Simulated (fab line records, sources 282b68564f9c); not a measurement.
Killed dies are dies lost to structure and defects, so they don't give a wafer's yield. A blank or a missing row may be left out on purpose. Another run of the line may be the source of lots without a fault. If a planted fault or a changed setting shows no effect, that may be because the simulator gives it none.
Lot-split experiment -- flow ritCmos -- on a route of 202 steps: 5 lots, 23 wafers read

## ON THE SPLIT
At RIT_SILICIDE_SPUTTER_01 (material Ti, target thk 30 nm, time 240 s), the setting timeS was moved away from the recipe's 240 s on 4 of the 23 wafers read, by -8.1% to +9.0%. The other wafers ran this setting at the recipe's value.

## BETWEEN THE SPLIT AND THE READING: the file shows 1 step in between
- RIT_SILICIDE_RS_MEAS_02: measures by four-point-probe

## THE READING
SILICIDE_TI_THK, in nm, at RIT_SILICIDE_THK_MEAS_03 (measures by xrf). On this fab line, fault-free wafers typically give 30.2 nm with a standard deviation of 0.34 nm.

wafer,"tool, chamber at the split","timeS as run, s",against the recipe,"SILICIDE_TI_THK, nm",against lot-mates on the recipe
L075.1,"pvdSputter-02, -",240,recipe,30.7,-
L075.2,"pvdSputter-02, -",240,recipe,30.5,-
L075.3,"pvdSputter-02, -",240,recipe,30.5,-
L075.4,"pvdSputter-02, -",240,recipe,30.8,-
L075.5,"pvdSputter-02, -",240,recipe,30.3,-
L076.1,"pvdSputter-03, -",220.5,-8.1%,27.4,-2.7
L076.3,"pvdSputter-03, -",240,recipe,30.0,-
L076.4,"pvdSputter-03, -",220.5,-8.1%,27.8,-2.3
L076.5,"pvdSputter-03, -",240,recipe,30.1,-
L076.6,"pvdSputter-03, -",240,recipe,30.1,-
L079.1,"pvdSputter-02, -",240,recipe,30.1,-
L079.3,"pvdSputter-02, -",240,recipe,29.8,-
L079.4,"pvdSputter-02, -",240,recipe,30.5,-
L079.5,"pvdSputter-02, -",240,recipe,30.3,-
L079.6,"pvdSputter-02, -",240,recipe,29.9,-
L080.3,"pvdSputter-03, -",240,recipe,30.3,-
L080.4,"pvdSputter-03, -",240,recipe,29.8,-
L080.6,"pvdSputter-03, -",240,recipe,29.8,-
L083.1,"pvdSputter-02, -",240,recipe,29.5,-
L083.3,"pvdSputter-02, -",261.7,+9.0%,32.9,+3.1
L083.4,"pvdSputter-02, -",261.7,+9.0%,32.4,+2.6
L083.5,"pvdSputter-02, -",240,recipe,29.7,-
L083.6,"pvdSputter-02, -",240,recipe,30.3,-

THE FIT
A straight line over all 23 wafers: SILICIDE_TI_THK changes by +0.293 nm for each +1% of timeS; r = +0.95; the points scatter about the line by 0.35 nm.
The same after taking each lot's own level away (the mean of its wafers on the recipe; 23 wafers): +0.308 nm for each +1%; r = +0.98; scatter 0.24 nm.
According to that fit, moving timeS by its largest amount changes the reading by 2.8 nm.
Across the lots, their own levels run from 29.83 to 30.56 nm, a range of 2.1 times the standard deviation given above.
The two slopes are in agreement: the lot-to-lot level therefore moves the slope only a little.
Check: with one of the wafers moved furthest among these (+9.0%) left out of the fit, the line predicts +2.66 nm for it against its lot-mates. It came out at +3.07 nm against them.

## THESE WAFERS: OTHER SPLITS
Note: prior to the reading, these wafers also went through further splits. Each is held against what the fit with the lots' levels taken away leaves over:
other split on the same wafers,wafers away from the commonest value,r with SILICIDE_TI_THK (lot level and that fit taken away)
RIT_GATE_DEVELOP_15 developTimeS,10,+0.30
RIT_NLDD_IMPLANT_08 energyKev,8,+0.03
RIT_PLDD_HARDBAKE_07 tempC,10,-0.13
RIT_NSD_COAT_01 spinRpm,7,+0.04
RIT_NSD_IMPLANT_08 energyKev,11,+0.21
RIT_PSD_IMPLANT_08 doseCm2,8,-0.17

## THE WHOLE CHAIN: every reading that the file lists as answering this split, in the file's order
step,what it does,reading,change (the file's fit),r (the file's)
RIT_SILICIDE_SPUTTER_01,"material Ti, target thk 30 nm, time 240 s","Ti_of_SILICIDE_SPUTTER_01.thkNm (the simulator's own value, which no gauge read)",+0.312 nm for each +1% of the setting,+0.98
RIT_SILICIDE_RS_MEAS_02,measures by four-point-probe,SILICIDE_TI_RS,-0.634 for each +1% of the setting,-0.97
RIT_SILICIDE_THK_MEAS_03,measures by xrf,SILICIDE_TI_THK,+0.311 for each +1% of the setting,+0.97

## THE FILE'S OWN FIT
SILICIDE_TI_THK changes by +0.311 nm for each +1% of timeS, r = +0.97.
